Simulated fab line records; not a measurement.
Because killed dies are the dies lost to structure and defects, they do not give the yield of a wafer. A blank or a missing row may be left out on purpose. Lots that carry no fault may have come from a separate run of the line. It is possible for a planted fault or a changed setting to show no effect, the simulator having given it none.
What tool caused it? ; flow berkeley_cmos170 ; 40 wafers from 14 lots sampled at 4 of the route's 331 steps

== WHAT EACH GAUGE READ, for each wafer ==
UCB170_V2_OVL_MEAS_13. Usual: V2_OVL gives 1 nm (standard deviation 4.9).
lot;measured;on;V2_OVL (nm);flag
L381;day 9 07:13;overlay-02;-4 0 -8;
L382;day 9 05:50;overlay-01;-2 2 -5;
L380;day 9 09:11;overlay-02;-1 -3 -1;
L383;day 9 08:35;overlay-02;-4 3 -2;
L384;day 10 03:56;overlay-01;3 -6 1;
L385;day 10 06:43;overlay-01;7 8 11;
L387;day 10 21:02;overlay-01;-10 3 -9;
L388;day 10 21:16;overlay-01;2 0 4;
L394;day 12 11:57;overlay-01;-9;
L397;day 13 07:44;overlay-02;8 -4 0;
L401;day 13 16:26;overlay-02;9 19 1;
L400;day 13 22:09;overlay-02;1 3 4;
L399;day 13 18:35;overlay-01;-1 -4 0;
L403;day 13 21:41;overlay-02;0 -3 -4;

== WHICH TOOL RAN EACH LOT (tool, then ch and the chambers of the sampled wafers, then the start) ==
lot;UCB170_BACKSIDE_STRIP_03;UCB170_CONTACT_STRIP_06;UCB170_V1_CVD_00
L381;plasma_asher-01 ch 0,1, day 8 13:29;plasma_asher-02 ch 0, day 8 17:38;pecvd-03 ch 0,1,2, day 8 23:44
L382;plasma_asher-02 ch 0,1, day 8 13:30;plasma_asher-03 ch 0,1, day 8 17:19;pecvd-02 ch 0,2, day 8 22:24
L380;plasma_asher-01 ch 0,1, day 8 13:49;plasma_asher-04 ch 0,1, day 8 19:04;pecvd-02 ch 0,1, day 9 01:04
L383;plasma_asher-04 ch 0,1, day 8 14:13;plasma_asher-03 ch 0,1, day 8 19:04;pecvd-04 ch 0,1,2, day 9 01:04
L384;plasma_asher-04 ch 0,1, day 9 10:53;plasma_asher-02 ch 0,1, day 9 15:37;pecvd-02 ch 1,2, day 9 20:32
L385;plasma_asher-02 ch 0,1, day 9 11:32;plasma_asher-03 ch 0, day 9 15:39;pecvd-04 ch 0,1,2, day 9 21:52
L387;plasma_asher-01 ch 0,1, day 9 22:02;plasma_asher-03 ch 0,1, day 10 03:46;pecvd-02 ch 0,1,2, day 10 10:59
L388;plasma_asher-02 ch 0, day 9 22:17;plasma_asher-02 ch 1, day 10 03:46;pecvd-03 ch 0,1, day 10 12:19
L394;plasma_asher-02 ch 1, day 11 16:46;plasma_asher-03 ch 1, day 11 23:12;pecvd-02 ch 2, day 12 04:19
L397;plasma_asher-02 ch 0,1, day 12 07:43;plasma_asher-02 ch 0,1, day 12 14:08;pecvd-02 ch 0,1, day 12 20:24
L401;plasma_asher-04 ch 0,1, day 12 19:23;plasma_asher-02 ch 0,1, day 13 01:41;pecvd-04 ch 0,1,2, day 13 09:04
L400;plasma_asher-04 ch 0,1, day 12 20:19;plasma_asher-03 ch 0,1, day 13 02:54;pecvd-03 ch 0,1,2, day 13 11:44
L399;plasma_asher-01 ch 1, day 12 20:28;plasma_asher-02 ch 0,1, day 13 02:41;pecvd-02 ch 0,1,2, day 13 10:24
L403;plasma_asher-01 ch 0,1, day 12 20:44;plasma_asher-04 ch 0,1, day 13 02:49;pecvd-04 ch 0,1,2, day 13 10:24
- UCB170_BACKSIDE_STRIP_03: strips in O2.
- UCB170_CONTACT_STRIP_06: strips in O2.
- UCB170_V1_CVD_00: deposits SiO2 from TEOS/O2, target thk 2000 nm, time 250 s.

== AS READ BY THE TOOLS THEMSELVES (means over the sampled wafers that have a number; for cases with no such wafer, the mark the record gives instead) ==
UCB170_BACKSIDE_STRIP_03. Usual: drypump_motor_current_A 5.8 A, standard deviation 0.52; oes_product_au 0.735 a.u., standard deviation 0.0045; strip_time_to_endpoint_s 22.00 s, standard deviation 0.067.
lot;tool;drypump_motor_current_A (A);oes_product_au (a.u.);strip_time_to_endpoint_s (s);flag
L381;plasma_asher-01;6.0;0.739;22.11;
L382;plasma_asher-02;5.2;0.739;22.03;
L380;plasma_asher-01;6.3;0.732;22.08;
L383;plasma_asher-04;5.6;0.732;22.04;
L384;plasma_asher-04;5.6;0.731;22.05;
L385;plasma_asher-02;5.2;0.737;22.07;
L387;plasma_asher-01;6.0;0.732;21.92;
L388;plasma_asher-02;4.9;0.740;22.01;
L394;plasma_asher-02;5.9;0.731;21.99;
L397;plasma_asher-02;5.2;0.736;21.91;
L401;plasma_asher-04;5.8;0.734;21.92;
L400;plasma_asher-04;5.6;0.735;22.02;
L399;plasma_asher-01;6.5;0.733;22.05;
L403;plasma_asher-01;6.2;0.732;21.95;

UCB170_CONTACT_STRIP_06. Usual: drypump_motor_current_A 5.5 A, standard deviation 0.43; oes_product_au 0.735 a.u., standard deviation 0.004; strip_time_to_endpoint_s 22.01 s, standard deviation 0.074.
lot;tool;drypump_motor_current_A (A);oes_product_au (a.u.);strip_time_to_endpoint_s (s);flag
L381;plasma_asher-02;4.9;0.736;22.04;
L382;plasma_asher-03;5.6;0.739;21.94;
L380;plasma_asher-04;5.6;0.738;22.02;
L383;plasma_asher-03;5.6;0.731;22.07;
L384;plasma_asher-02;5.5;0.731;22.08;
L385;plasma_asher-03;5.1;0.733;21.99;
L387;plasma_asher-03;5.3;0.734;21.95;
L388;plasma_asher-02;5.8;0.730;22.08;
L394;plasma_asher-03;5.8;0.732;21.95;
L397;plasma_asher-02;5.5;0.736;21.93;
L401;plasma_asher-02;5.5;0.736;21.94;
L400;plasma_asher-03;5.6;0.737;22.11;
L399;plasma_asher-02;5.5;0.733;22.14;
L403;plasma_asher-04;5.8;0.737;21.98;

UCB170_V1_CVD_00. Usual: heater_power_w at 259 W, with a standard deviation of 51.
lot;tool;heater_power_w (W);flag
L381;pecvd-03;267;
L382;pecvd-02;233;
L380;pecvd-02;216;
L383;pecvd-04;272;
L384;pecvd-02;226;
L385;pecvd-04;250;
L387;pecvd-02;230;
L388;pecvd-03;251;
L394;pecvd-02;250;
L397;pecvd-02;219;
L401;pecvd-04;314;
L400;pecvd-03;261;
L399;pecvd-02;252;
L403;pecvd-04;291;

== THE ANSWER, worked out from the rows above alone ==
Rule: lot off if the mean of its wafers having a number is beyond 3 standard deviations from the usual mean. A lot without any number at a reading at which 4 lots or more have one is off too. Any other lot the step has rows for is counted as sound. First the gauges in route order, then the tools' own readings, where a lot's mean is used as printed above. The first step at which some lot is off is used, and at that step the reading that is off furthest; a lot without a number counts as furthest.
Nothing can be told from this: no lot is off at any reading shown.

== WHAT THE SIMULATOR PUT IN ==
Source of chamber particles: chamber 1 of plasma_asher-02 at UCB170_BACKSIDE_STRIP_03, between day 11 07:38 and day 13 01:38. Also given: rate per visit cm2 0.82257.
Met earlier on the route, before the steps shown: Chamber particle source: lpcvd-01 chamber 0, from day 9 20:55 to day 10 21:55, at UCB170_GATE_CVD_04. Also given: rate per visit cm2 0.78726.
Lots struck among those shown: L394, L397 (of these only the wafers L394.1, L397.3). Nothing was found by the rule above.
